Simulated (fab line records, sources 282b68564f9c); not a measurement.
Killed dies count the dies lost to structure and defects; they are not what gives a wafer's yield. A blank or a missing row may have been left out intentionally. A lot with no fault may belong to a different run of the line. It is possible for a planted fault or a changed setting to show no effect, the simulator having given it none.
A struck lot beside a sound one    flow ritCmos    14 steps out of a route of 202
Sound: these wafers, L175.1, L175.4, L175.5. Struck: wafers L181.2, L181.3, L181.6. The cause is named last.
Order at every step that has rows: each side's tool, ch and its chambers, its first start. Under that, the readings that differ: sound wafers    struck wafers    difference of the means    sigmas: that difference in standard deviations of wafers without a fault.
alike: words and numbers the same on both sides, and readings whose means are apart by under 2 such deviations; not compared: readings that were withheld, readings missing a value for some wafer, numbers with overlapping values and no deviation given by the record, and bounds like >300 which may hide the same value.
Wherever a step has rows on one side only, a row that says differs or no value, or a row with sigmas, the two part there. Numbers that don't overlap but have no deviation are shown without sigmas and don't part them. Lack of a reading on every wafer of one side parts them only where that side has two or more wafers.

first, 3 steps without rows for these wafers: RIT_GATE_CLEAN_02 (cleans in dHF, time 30 s); RIT_GATE_CLEAN_03 (cleans in SC2, time 600 s); RIT_GATE_CLEAN_04 (cleans in dHF, time 60 s).
RIT_FOX2_THK_MEAS_91:
  sound on filmMetro-03, day 3 15:25; struck on filmMetro-01, day 4 20:46
  alike: FIELD_OXIDE_LEFT_2_THK
then, 2 steps without rows for these wafers: RIT_GATE_OXIDATION_05 (target thk 3 nm, ox time 270 s); RIT_GATE_ANNEAL_06 (time 600 s).
RIT_GATE_THK_MEAS_07:
  sound on filmMetro-03, day 3 16:47; struck on filmMetro-01, day 4 22:10
  alike: GATE_OXIDE_THK
then, 1 step without rows for these wafers: RIT_GATE_CVD_08 (deposits poly-Si from SiH4, target thk 250 nm, time 2220 s).
RIT_GATE_THK_MEAS_09:
  sound on filmMetro-01, day 3 18:28; struck on filmMetro-03, day 4 23:50
reading             sound              struck             difference  sigmas
GATE_POLY_THK (nm)  247.1 245.5 246.4  249.6 251.7 252.0  +4.8        +2
then, 3 steps without rows for these wafers: RIT_GATE_HMDS_10 (prime time 60 s); RIT_GATE_COAT_11 (resist thk 850 nm); RIT_GATE_SOFTBAKE_12 (time 60 s).
RIT_GATE_EXPOSE_13: exposes mask M6, target cd 150 nm.
  struck on ilineStepper-02, day 5 00:21; sound on ilineStepper-02 ch 0, day 3 18:59
  no value came back on the struck wafers for exposureDoseMJCm2, focusOffsetNm (nm); on the sound wafers exposureDoseMJCm2 reads 379.8 379.9 379.8
  alike: mask
next, for these wafers, 1 step has no rows: RIT_GATE_PEB_14.

WHERE THEY PART
At RIT_GATE_THK_MEAS_09 first; at RIT_GATE_EXPOSE_13 last (within this record only).

WHY: whatever the simulator had introduced
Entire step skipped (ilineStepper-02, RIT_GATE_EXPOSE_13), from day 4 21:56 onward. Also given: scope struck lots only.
